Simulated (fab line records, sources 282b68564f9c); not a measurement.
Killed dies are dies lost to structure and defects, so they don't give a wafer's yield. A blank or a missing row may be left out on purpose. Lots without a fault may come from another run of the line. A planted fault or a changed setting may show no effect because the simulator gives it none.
fab line records | flow rit_cmos
record lots=6 wafers=18 last_day=6
route steps=202 shown SPACER@127 NSD@131 PSD@142 SDANNEAL@153 PLDD@159 M1@202
lots that met no fault: from a run of the same line without faults
start_h: hours from the record's first day to the start of the lot's first wafer shown | wait_h: hours since the lot's step before | " the same as in the row above | L1.1+2: a row that stands for several wafers | - no value, or no start given | * or withheld: withheld | < > ~ a bound
route shown NAME@n: a module of which the file shows steps, and the number in the route of the first | usual: mean/standard deviation of fault-free wafers | same: alike in all rows | chamber/n: place in a boat | sites: the reading at each site | _std_site: their standard deviation | _edge_site: outer sites' mean less inner sites' | radius_mm: how far each site lies from the wafer's centre | mask NAME#n: copy n | behind: the tool/chamber that last shaped the wafer | hold: why the lot was held/for how many hours/how that ended | device: the transistor (n, p or np) that didn't switch | end of line: the same wafers' tests at the end of the route | a step without rows: its recipe alone | killed: dies lost to structure and defects at the first sort, not the wafer's yield | map: a wafer's dies, x killed, . not, _ none there
set.NAME: the setting as run; set.NAME@STEP: as run at that earlier step | model.NAME: the simulator's own value behind a step, which no gauge read
lots at some steps of the route; a table a step, a row a wafer
services: from which hour (start_h, from the record's first day; less than 0 if before it) a tool's chamber was out of use, for how many hours, and why
## steps
# step RIT_SPACER_CLEAN_02
# recipe chemistry=SC2 mix=3:3:50 time_s=600 temp_c=75 dry=n2_spin
# step RIT_SPACER_CVD_03
# recipe material=Si3N4 target_thk_nm=250 temp_c=810 precursor=SiH2Cl2/NH3 time_s=3300 pressure_mtorr=300 sih2cl2_flow_sccm=58.78 nh3_flow_sccm=150
# step RIT_SPACER_THK_MEAS_04
# recipe reads=Si3N4_of_SPACER_CVD_03
# usual SPACER_NITRIDE_THK=248.7/2.5
# columns lot.wafer tool chamber start_h wait_h SPACER_NITRIDE_THK[nm]
L556.1 film_metro-01 - 53.41 0.0 249.8
L556.3 " - " " 247.9
L556.5 " - " " 247.4
L557.3 film_metro-02 - 61.83 0.0 246.0
L557.5 " - " " 247.2
L557.6 " - " " 246.1
L560.1 film_metro-03 - 71.82 0.0 245.3
L560.2 " - " " 244.8
L560.3 " - " " 245.7
L562.2 film_metro-01 - 80.11 0.0 253.2
L562.3 " - " " 253.8
L562.5 " - " " 250.4
L572.2 film_metro-01 - 130.89 0.0 246.9
L572.4 " - " " 247.5
L572.5 " - " " 247.6
L573.2 film_metro-03 - 135.83 0.0 252.7
L573.4 " - " " 250.1
L573.6 " - " " 251.9
# step RIT_SPACER_ETCHBACK_05
# recipe target_depth_a=2500 SF6_flow_sccm=30 CHF3_flow_sccm=30 target=Si3N4 chemistry=SF6/CHF3 pressure_mtorr=40 rf_w=250 time_s=240 stop_on=SiO2
# usual drypump_motor_current_A=5.8/0.48 oes_product_au=0.837/0.015 throttle_valve_pct=10.31/0.093
# columns lot.wafer tool chamber start_h wait_h drypump_motor_current_A oes_product_au rf_hours_counter_h throttle_valve_pct
L556.1 rie_diel-02 0 53.47 0.1 4.9 0.839 139 10.09
L556.3 " 1 " " 6.5 0.863 30 10.33
L556.5 " 1 " " 6.5 0.856 - 10.34
L557.3 rie_diel-02 2 61.87 0.0 6.3 0.841 49 10.34
L557.5 " 2 " " 6.3 0.842 - 10.35
L557.6 " 3 " " 5.7 0.809 - 10.32
L560.1 rie_diel-02 3 71.88 0.1 5.7 0.813 7 10.31
L560.2 " 1 " " 6.5 0.849 31 10.32
L560.3 " 0 " " 4.9 0.829 140 10.10
L562.2 rie_diel-01 3 80.16 0.0 5.2 0.837 84 10.46
L562.3 " 1 " " 5.3 0.852 25 10.13
L562.5 " 0 " " 5.6 0.853 - 10.35
L572.2 rie_diel-01 1 130.94 0.0 5.3 0.838 26 10.13
L572.4 " 0 " " 5.6 0.836 122 10.35
L572.5 " 3 " " 5.1 0.823 - 10.44
L573.2 rie_diel-03 3 135.88 0.0 5.7 0.817 125 10.33
L573.4 " 1 " " 6.3 0.837 85 10.30
L573.6 " 2 " " 5.5 0.829 - 10.28
# step RIT_NSD_HMDS_00
# recipe prime_time_s=60 prime_temp_c=140
# step RIT_NSD_COAT_01
# recipe resist=NOVOLAK spin_rpm=3250 resist_thk_nm=1000
# step RIT_NSD_SOFTBAKE_02
# recipe resist=NOVOLAK temp_c=90 time_s=60
# step RIT_NSD_EXPOSE_03
# recipe mask_id=M9 na=0.57 target_cd_nm=40700 dose_mj=250
# step RIT_NSD_PEB_04
# recipe resist=NOVOLAK temp_c=withheld time_s=withheld
# step RIT_NSD_DEVELOP_05
# recipe resist=NOVOLAK develop_time_s=50 dev_temp_c=23
# step RIT_NSD_OVL_MEAS_06
# usual NSD_OVL=0.2/1.5
# columns lot.wafer tool chamber start_h wait_h NSD_OVL[nm]
L556.1 overlay-01 - 54.60 - 0.4
L556.3 " - " " 0.1
L556.5 " - " " -1.3
L557.3 overlay-02 - 63.01 - 1.2
L557.5 " - " " 1.1
L557.6 " - " " 2.9
L560.1 overlay-01 - 73.16 - -0.6
L560.2 " - " " -0.6
L560.3 " - " " 0.9
L562.2 overlay-01 - 81.24 - 0.6
L562.3 " - " " -1.4
L562.5 " - " " -1.6
L572.2 overlay-02 - 131.95 - -0.9
L572.4 " - " " 0.3
L572.5 " - " " -0.7
L573.2 overlay-02 - 136.89 - 0.5
L573.4 " - " " 0.0
L573.6 " - " " 1.4
# step RIT_NSD_HARDBAKE_07
# recipe resist=NOVOLAK temp_c=140 time_s=60
# step RIT_NSD_IMPLANT_08
# recipe species=P energy_kev=25 dose_cm2=1e+15 tilt_deg=7
# columns lot.wafer tool chamber start_h wait_h
L556.1+3+5 implanter-02 0 54.78 0.1
L557.3+5+6 implanter-03 0 63.23 0.1
L560.1+2+3 implanter-03 0 73.35 0.1
L562.2+3+5 implanter-02 0 81.44 0.1
L572.2+4+5 implanter-03 0 132.15 0.1
L572.2+4+5 implanter-03 0 132.47 0.3
L573.2+4+6 implanter-04 0 137.13 0.1
L573.2+4+6 implanter-04 0 137.44 0.3
# step RIT_NSD_STRIP_09
# recipe chemistry=O2 time_s=180 resist=NOVOLAK platen_temp_c=withheld power_w=500 pressure_mtorr=4000 o2_flow_sccm=4000
# usual drypump_motor_current_A=5.5/0.39
# columns lot.wafer tool chamber start_h wait_h drypump_motor_current_A rf_hours_counter_h
L556.1 plasma_asher-04 1 54.93 0.1 5.6 27
L556.3 " 0 " " 4.9 -
L556.5 " 1 " " 5.6 -
L557.3 plasma_asher-01 0 63.39 0.1 5.4 -
L557.5 " 1 " " 6.2 -
L557.6 " 0 " " 5.4 -
L560.1 plasma_asher-04 0 73.50 0.1 4.9 28
L560.2 " 1 " " 5.5 28
L560.3 " 1 " " 5.5 -
L562.2 plasma_asher-01 0 81.57 0.1 5.4 43
L562.3 " 1 " " 6.2 -
L562.5 " 1 " " 6.2 -
L572.2 plasma_asher-02 0 132.60 0.1 5.3 2
L572.4 " 0 " " 5.3 -
L572.5 " 0 " " 5.3 -
L573.2 plasma_asher-04 1 137.75 0.3 5.5 36
L573.4 " 1 " " 5.5 -
L573.6 " 1 " " 5.5 -
# step RIT_NSD_TW_MEAS_10
# usual NSD_TW=3118/44
# columns lot.wafer tool chamber start_h wait_h NSD_TW
L556.1 film_metro-04 - 55.11 0.1 3085
L556.3 " - " " 3094
L556.5 " - " " 3097
L557.3 film_metro-04 - 63.52 0.1 3086
L557.5 " - " " 3098
L557.6 " - " " 3097
L560.1 film_metro-03 - 73.67 0.1 3077
L560.2 " - " " 3079
L560.3 " - " " 3073
L562.2 film_metro-02 - 81.75 0.1 3197
L562.3 " - " " 3185
L562.5 " - " " 3194
L572.2 film_metro-03 - 132.78 0.1 3517
L572.4 " - " " 3492
L572.5 " - " " 3494
L573.2 film_metro-02 - 137.94 0.1 3612
L573.4 " - " " 3625
L573.6 " - " " 3602
# step RIT_PSD_HMDS_00
# recipe prime_time_s=60 prime_temp_c=140
# step RIT_PSD_COAT_01
# recipe resist=NOVOLAK spin_rpm=3250 resist_thk_nm=1000
# step RIT_PSD_SOFTBAKE_02
# recipe resist=NOVOLAK temp_c=90 time_s=60
# step RIT_PSD_EXPOSE_03
# recipe mask_id=M10 na=0.57 target_cd_nm=40900 dose_mj=250
# step RIT_PSD_PEB_04
# recipe resist=NOVOLAK temp_c=withheld time_s=withheld
# step RIT_PSD_DEVELOP_05
# recipe resist=NOVOLAK develop_time_s=50 dev_temp_c=23
# step RIT_PSD_OVL_MEAS_06
# usual PSD_OVL=0.9/1.4
# columns lot.wafer tool chamber start_h wait_h PSD_OVL[nm]
L556.1 overlay-02 - 56.02 - 0.3
L556.3 " - " " -0.7
L556.5 " - " " 1.0
L557.3 overlay-01 - 64.43 - 0.8
L557.5 " - " " 0.8
L557.6 " - " " 0.1
L560.1 overlay-01 - 74.71 - 0.7
L560.2 " - " " 1.3
L560.3 " - " " 0.1
L562.2 overlay-01 - 82.78 - 0.0
L562.3 " - " " -1.6
L562.5 " - " " 1.0
L572.2 overlay-02 - 133.69 - 2.1
L572.4 " - " " 3.3
L572.5 " - " " 1.4
L573.2 overlay-01 - 138.84 - 2.9
L573.4 " - " " 2.0
L573.6 " - " " 1.5
# step RIT_PSD_HARDBAKE_07
# recipe resist=NOVOLAK temp_c=140 time_s=60
# step RIT_PSD_IMPLANT_08
# recipe species=BF2 energy_kev=27 dose_cm2=4.94e+15 tilt_deg=7
# step RIT_PSD_STRIP_09
# recipe chemistry=O2 time_s=180 resist=NOVOLAK platen_temp_c=withheld power_w=500 pressure_mtorr=4000 o2_flow_sccm=4000
# usual drypump_motor_current_A=5.6/0.43
# columns lot.wafer tool chamber start_h wait_h drypump_motor_current_A rf_hours_counter_h
L556.1 plasma_asher-03 1 56.35 0.1 5.4 43
L556.3 " 0 " " 5.9 -
L556.5 " 1 " " 5.4 -
L557.3 plasma_asher-01 1 64.81 0.1 6.2 -
L557.5 " 0 " " 5.4 -
L557.6 " 1 " " 6.2 -
L560.1 plasma_asher-04 0 75.04 0.1 4.9 28
L560.2 " 1 " " 5.5 28
L560.3 " 1 " " 5.5 -
L562.2 plasma_asher-04 1 83.11 0.1 5.5 29
L562.3 " 0 " " 4.9 -
L562.5 " 1 " " 5.5 -
L572.2 plasma_asher-03 1 134.02 0.1 5.5 52
L572.4 " 1 " " 5.4 -
L572.5 " 0 " " 5.9 -
L573.2 plasma_asher-01 0 139.31 0.1 5.4 48
L573.4 " 1 " " 6.2 -
L573.6 " 0 " " 5.4 -
# step RIT_PSD_TW_MEAS_10
# usual PSD_TW=3417/48
# columns lot.wafer tool chamber start_h wait_h PSD_TW
L556.1 film_metro-03 - 56.53 0.1 3383
L556.3 " - " " 3376
L556.5 " - " " 3387
L557.3 film_metro-04 - 64.95 0.1 3406
L557.5 " - " " 3390
L557.6 " - " " 3396
L560.1 film_metro-02 - 75.22 0.1 3499
L560.2 " - " " 3484
L560.3 " - " " 3498
L562.2 film_metro-04 - 83.30 0.1 3395
L562.3 " - " " 3390
L562.5 " - " " 3381
L572.2 film_metro-04 - 134.20 0.1 3394
L572.4 " - " " 3373
L572.5 " - " " 3382
L573.2 film_metro-02 - 139.49 0.1 3475
L573.4 " - " " 3487
L573.6 " - " " 3502
# step RIT_SDANNEAL_CLEAN_00
# recipe chemistry=SC1 mix=3:3:50 time_s=600 temp_c=75
# step RIT_SDANNEAL_CLEAN_01
# recipe chemistry=dHF dilution=50:1 time_s=30
# step RIT_SDANNEAL_CLEAN_02
# recipe chemistry=SC2 mix=3:3:50 time_s=600 temp_c=75 dry=n2_spin
# step RIT_SDANNEAL_RTA_03
# recipe temp_c=1050 time_s=5 idle_temp_c=600 ramp_up_c_per_s=342 ramp_down_c_per_s=171 cool_to_c=600 ambient=N2
# usual wafer_temp_C_max=1053.5/1.1
# columns lot.wafer tool chamber start_h wait_h wafer_temp_C_max
L556.1 rtp_anneal-01 0 56.97 0.0 1053.3
L556.3 " 0 " " 1053.7
L556.5 " 0 " " 1053.9
L557.3 rtp_anneal-02 0 65.39 0.0 1055.4
L557.5 " 0 " " 1053.9
L557.6 " 0 " " 1052.2
L560.1 rtp_anneal-01 0 75.64 0.0 1054.4
L560.2 " 0 " " 1055.6
L560.3 " 0 " " 1054.2
L562.2 rtp_anneal-01 0 83.76 0.0 1052.5
L562.3 " 0 " " 1052.3
L562.5 " 0 " " 1053.0
L572.2 rtp_anneal-01 0 134.63 0.0 1054.9
L572.4 " 0 " " 1052.6
L572.5 " 0 " " 1053.4
L573.2 rtp_anneal-02 0 139.92 0.0 1054.5
L573.4 " 0 " " 1050.9
L573.6 " 0 " " 1053.6
# step RIT_SDANNEAL_RS_MEAS_04
# recipe thk_meas_gauge=four-point-probe
# usual PSD_RS=116.0/0.35
# columns lot.wafer tool chamber start_h wait_h PSD_RS[ohm/sq]
L556.1 film_metro-02 - 57.03 0.0 116.5
L556.3 " - " " 116.1
L556.5 " - " " 116.1
L557.3 film_metro-02 - 65.47 0.1 116.4
L557.5 " - " " 116.9
L557.6 " - " " 116.7
L560.1 film_metro-04 - 75.70 0.0 116.3
L560.2 " - " " 116.5
L560.3 " - " " 116.1
L562.2 film_metro-03 - 83.83 0.1 115.9
L562.3 " - " " 115.8
L562.5 " - " " 115.9
L572.2 film_metro-03 - 134.70 0.1 116.1
L572.4 " - " " 115.6
L572.5 " - " " 115.8
L573.2 film_metro-04 - 139.99 0.1 116.4
L573.4 " - " " 116.4
L573.6 " - " " 116.3
# step RIT_SDANNEAL_RS_MEAS_05
# recipe thk_meas_gauge=four-point-probe
# usual NSD_RS=84.49/0.29
# columns lot.wafer tool chamber start_h wait_h NSD_RS[ohm/sq]
L556.1 film_metro-02 - 57.15 0.1 84.49
L556.3 " - " " 84.79
L556.5 " - " " 84.61
L557.3 film_metro-02 - 65.59 0.1 84.42
L557.5 " - " " 84.35
L557.6 " - " " 84.27
L560.1 film_metro-04 - 75.82 0.1 84.86
L560.2 " - " " 85.16
L560.3 " - " " 85.22
L562.2 film_metro-03 - 83.95 0.1 84.57
L562.3 " - " " 84.76
L562.5 " - " " 84.66
L572.2 film_metro-03 - 134.82 0.1 52.10
L572.4 " - " " 52.12
L572.5 " - " " 52.16
L573.2 film_metro-04 - 140.11 0.1 52.48
L573.4 " - " " 52.41
L573.6 " - " " 52.42
# step RIT_SDANNEAL_RS_MEAS_06
# recipe thk_meas_gauge=four-point-probe
# usual PLDD_RS=178.4/0.45
# columns lot.wafer tool chamber start_h wait_h PLDD_RS[ohm/sq]
L556.1 film_metro-02 - 57.27 0.1 178.5
L556.3 " - " " 178.3
L556.5 " - " " 178.3
L557.3 film_metro-02 - 65.71 0.1 179.1
L557.5 " - " " 178.5
L557.6 " - " " 178.9
L560.1 film_metro-04 - 75.94 0.1 178.5
L560.2 " - " " 178.7
L560.3 " - " " 178.3
L562.2 film_metro-03 - 84.07 0.1 178.4
L562.3 " - " " 178.2
L562.5 " - " " 179.3
L572.2 film_metro-03 - 134.94 0.1 178.2
L572.4 " - " " 177.8
L572.5 " - " " 178.4
L573.2 film_metro-04 - 140.23 0.1 179.0
L573.4 " - " " 178.9
L573.6 " - " " 179.1
# step RIT_M1_PROBE_99
# usual killed_at_contacts=0.1/0.24 killed_at_front_end=7.1/2.8 killed_dies=7.2/2.8 killed_open=3.6/2.1 killed_short=3.6/1.9
# same gross_dies=264 killed_at_M0_to_M3=0 killed_at_M4_up=0 killed_at_back_side=0 killed_at_other=0
# columns lot.wafer tool chamber start_h wait_h killed_at_contacts killed_at_front_end killed_dies killed_open killed_short
L557.3 prober-01 - 72.95 0.2 0 6 6 1 5
L557.5 prober-01 - 73.05 0.2 0 4 4 4 0
L557.6 prober-01 - 73.10 0.2 0 10 10 4 6
L572.2 prober-01 - 142.25 0.1 0 4 4 3 1
L572.4 prober-01 - 142.35 0.2 0 11 11 5 6
L572.5 prober-01 - 142.40 0.2 0 9 9 5 4
L573.2 prober-02 - 147.98 0.1 0 6 6 4 2
L573.4 prober-02 - 148.08 0.2 0 6 6 2 4
L573.6 prober-02 - 148.18 0.2 0 13 13 8 5
# killed by level:class
L557.3 FOX1:geometric_particle:short=2 GATE:geometric_particle:short=2 FOX1:geometric_particle:open=1 REOX:geometric_particle:short=1
L557.5 FOX1:geometric_particle:open=2 GATE:geometric_particle:open=1 SPACER:geometric_particle:open=1
L557.6 GATE:geometric_particle:open=3 REOX:geometric_particle:short=2 SILICIDE:geometric_particle:short=2 GATE:geometric_particle:short=1 REOX:geometric_particle:open=1 SPACER:geometric_particle:short=1
L572.2 FOX1:geometric_particle:short=1 FOX1:geometric_particle:open=1 FOX2:geometric_particle:open=1 GATE:geometric_particle:open=1
L572.4 FOX2:geometric_particle:short=3 GATE:geometric_particle:open=2 FOX1:geometric_particle:open=1 FOX2:geometric_particle:open=1 GATE:geometric_particle:short=1 REOX:geometric_particle:short=1 SILICIDE:geometric_particle:open=1 SILICIDE:geometric_particle:short=1
L572.5 GATE:geometric_particle:open=3 SPACER:geometric_particle:short=2 FOX2:geometric_particle:short=1 GATE:geometric_particle:short=1 REOX:geometric_particle:open=1 SPACER:geometric_particle:open=1
L573.2 SPACER:geometric_particle:open=2 FOX1:geometric_particle:short=1 FOX2:geometric_particle:short=1 GATE:geometric_particle:open=1 REOX:geometric_particle:open=1
L573.4 FOX1:geometric_particle:short=1 FOX1:geometric_particle:open=1 FOX2:geometric_particle:short=1 GATE:geometric_particle:short=1 GATE:geometric_particle:open=1 SILICIDE:geometric_particle:short=1
L573.6 FOX1:geometric_particle:open=3 GATE:geometric_particle:open=2 FOX2:geometric_particle:short=2 SILICIDE:geometric_particle:open=2 FOX1:geometric_particle:short=1 GATE:geometric_particle:short=1 SPACER:geometric_particle:open=1 SILICIDE:geometric_particle:short=1
## services
# columns tool chamber start_h hours kind
implanter-04 - 36.05 80.3 repair
plasma_asher-04 - 38.69 1.9 repair
rie_diel-01 - 49.81 14.6 pm
plasma_asher-04 - 55.52 12.9 repair
plasma_asher-01 - 61.46 1.8 repair
rie_diel-02 3 86.45 1.7 repair
implanter-04 - 95.03 3.4 repair
rie_diel-02 3 96.32 2.8 repair
plasma_asher-03 - 96.68 6.2 repair
rie_diel-03 0 99.66 7.5 repair
plasma_asher-02 - 108.75 9.0 pm
plasma_asher-02 0 108.75 9.0 vent_cycle
plasma_asher-02 1 108.75 9.0 vent_cycle
implanter-04 - 111.67 1.7 repair
implanter-04 - 116.35 11.3 pm
plasma_asher-02 0 117.75 - clean
plasma_asher-02 1 117.75 - clean
rie_diel-01 3 118.27 4.3 repair
rie_diel-02 0 120.36 8.5 repair
implanter-03 - 123.77 4.4 pm
implanter-03 - 124.83 2.8 repair
implanter-04 - 127.63 4.0 pm
plasma_asher-01 - 128.92 8.7 repair
implanter-04 - 131.66 2.2 pm
## key
first_sign step=RIT_NSD_IMPLANT_08 reading=visit direction=added
effect step=RIT_NSD_TW_MEAS_10 reading=NSD_TW direction=up sigmas=10 usual=3118 struck=3557
effect step=RIT_SDANNEAL_RS_MEAS_05 reading=NSD_RS direction=down sigmas=99+ usual=84.49 struck=52.28
met_at RIT_NSD_IMPLANT_08
struck_wafers L572.2,L572.4,L572.5,L573.2,L573.4,L573.6
tester_left_out L572,L573
fault kind=repeated_step_whole tool=implanter-02,implanter-03,implanter-04 chamber=- onset_h=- steps=RIT_NSD_IMPLANT_08 times=1 scope=struck_lots_only
# tester_left_out: of these lots the tester's yield and bins aren't shown, on N5 and GAA mostly nor the transistor test; their killed dies are dies lost to structure and defects alone, not to doping, threshold or leakage, so they don't give the yield
